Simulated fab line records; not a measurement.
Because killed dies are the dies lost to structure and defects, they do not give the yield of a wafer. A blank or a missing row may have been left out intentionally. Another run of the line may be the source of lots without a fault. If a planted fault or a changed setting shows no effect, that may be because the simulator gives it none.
Code-filled problem report in 8D (eight disciplines) form / flow berkeley_cmos170 / the parts of the form that need people (team, actions taken, sign-off) are left out

1. THE ISSUE
beam_energy_keV at UCB170_PWELL_IMPLANT_15 reads a mean of 59.153 on 6 wafers of 2 lots; wafers without a fault read 60.005 with a standard deviation of 0.02. That is -43 standard deviations from the usual mean.
Earliest sighting: wafer L731.1 on implanter-02 at day 5 14:55. The record holds 42 wafers of 14 lots with a number at this step. The rule behind "out" and "out of limits": a value lying over 4 standard deviations away from the usual mean. Any other wafer with a number is counted as sound.

2. WHAT IT IS, WHAT IT ISN'T
question=which readings at this step | is=beam_energy_keV | is not=dose_ions_cm2, faraday_current_uA
question=which lots | is=L731, L733 | is not=L722, L723, L724, L726, L727, L735, L736, L738, L739, L740, L742, L743
question=which wafers of those lots | is=all that have a number | is not=-
question=read on which tools | is=implanter-02 | is not=implanter-03, implanter-04
question=when | is=from day 5 14:55 | is not=up to then (15 sound wafers); but 21 sound wafers of L735, L736, L738, L739, L740, L742, L743 came after

3. WHAT RULES OUT EACH SUSPECT
Counting: any tool at a process step up to the reading is kept as a suspect provided that every lot that is out went through it and no sound lot did after the first of them.
- implanter-02 at UCB170_PWELL_IMPLANT_15: kept. It ran every lot that is out, first L731 (day 5 14:55), and no sound lot after that; its last sound lot up to then is L726 (day 4 07:50). Its own beam_energy_keV readings are out on those wafers.
Remaining after the count: implanter-02 at UCB170_PWELL_IMPLANT_15.

4. THE CAUSE (what the simulator had put in)
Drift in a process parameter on implanter-02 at UCB170_PWELL_IMPLANT_15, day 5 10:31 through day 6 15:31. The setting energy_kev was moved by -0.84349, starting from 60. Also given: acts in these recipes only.
The count eliminated every tool but this one.

5. SEQUENCE OF EFFECTS, ordered by route
One row per reading whose mean, taken over the struck wafers that have a number, lies over 3 standard deviations from the usual. Only readings whose record carries a usual standard deviation are examined. hours: median over the lots of the time between each lot's start at the first step of this table that gives one and its start at this step. sigmas: the change, counted in usual standard deviations.
hours=0; step=UCB170_PWELL_IMPLANT_15; reading=beam_energy_keV; usual=60.005; on struck wafers=59.153; change=-0.852; sigmas=-43
Process steps it contains:
- UCB170_PWELL_IMPLANT_15

6. HOW IT WOULD HAVE BEEN CAUGHT EARLIER
In this record no reading fell out of limits until day 5 14:55, 4 hours after the fault had begun at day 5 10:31.
